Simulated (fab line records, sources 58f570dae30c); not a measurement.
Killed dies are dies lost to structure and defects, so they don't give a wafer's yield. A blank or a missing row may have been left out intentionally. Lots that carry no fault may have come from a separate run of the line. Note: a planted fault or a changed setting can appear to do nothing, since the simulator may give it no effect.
Matching of chambers -- flow berkeleyCmos170 -- rieSi-02 running UCB170_GATE_ETCH_15: 4 sister chambers
The step etches poly-Si in HBr/Cl2, stops on SiO2, time 56.3 s, target depth 278.2 nm. 14 wafers are shown with their chamber, then 7 later ones without.

== WAFERS PAIRED WITH THEIR CHAMBERS ==
wafer,chamber,throttleValvePct (%),drypumpMotorCurrentA (A),oesProductAu (a.u.)
L875.1,2,26.34,5.6,0.858
L875.2,1,26.27,5.6,0.862
L875.5,2,26.31,5.6,0.837
L876.1,3,26.30,6.0,0.843
L876.2,2,26.32,5.6,0.836
L876.4,0,26.64,5.5,0.828
L881.3,1,26.24,5.6,0.851
L881.5,2,26.32,5.6,0.847
L881.6,3,26.30,6.0,0.839
L878.2,3,26.30,6.0,0.833
L878.4,1,26.24,5.6,0.853
L878.6,3,26.29,6.0,0.843
L890.4,0,26.65,5.5,0.837
L890.5,1,26.26,5.7,0.840

SIGNATURES (means of the wafers above)
reading,chamber 0,chamber 1,chamber 2,chamber 3,scatter within a chamber
throttleValvePct,26.6450,26.2525,26.3225,26.2975,0.0113
drypumpMotorCurrentA,5.500,5.625,5.600,6.000,0.0274
oesProductAu,0.83250,0.85150,0.84450,0.83950,0.00818
Rule: for a wafer and a chamber, the distance is found by dividing, reading by reading, the gap between the wafer's reading and the chamber's mean by the reading's scatter, squaring, summing and taking the root. If the next closest chamber is less than 2 further off than the closest, the wafer can't be placed; otherwise it belongs to the closest. How the scatter is found: for the shown wafers, subtract from each reading the mean of its chamber, square and add these, divide the total by (wafers less chambers), then take the root.

== WAFERS WITHOUT THEIR CHAMBER ==
wafer,throttleValvePct (%),drypumpMotorCurrentA (A),oesProductAu (a.u.)
L890.6,26.31,5.6,0.846
L894.3,26.27,5.7,0.845
L894.4,26.30,6.0,0.834
L894.5,26.64,5.5,0.836
L893.4,26.64,5.5,0.844
L893.5,26.30,6.0,0.839
L893.6,26.31,5.6,0.845

== WHICH CHAMBER EACH ONE RAN IN ==
wafer,from the rows above,in truth
L890.6,2,2
L894.3,1,1
L894.4,3,3
L894.5,0,0
L893.4,0,0
L893.5,3,3
L893.6,2,2
Correctly placed: 7 of 7. Can't be placed from these rows: 0. Wrongly placed: 0.
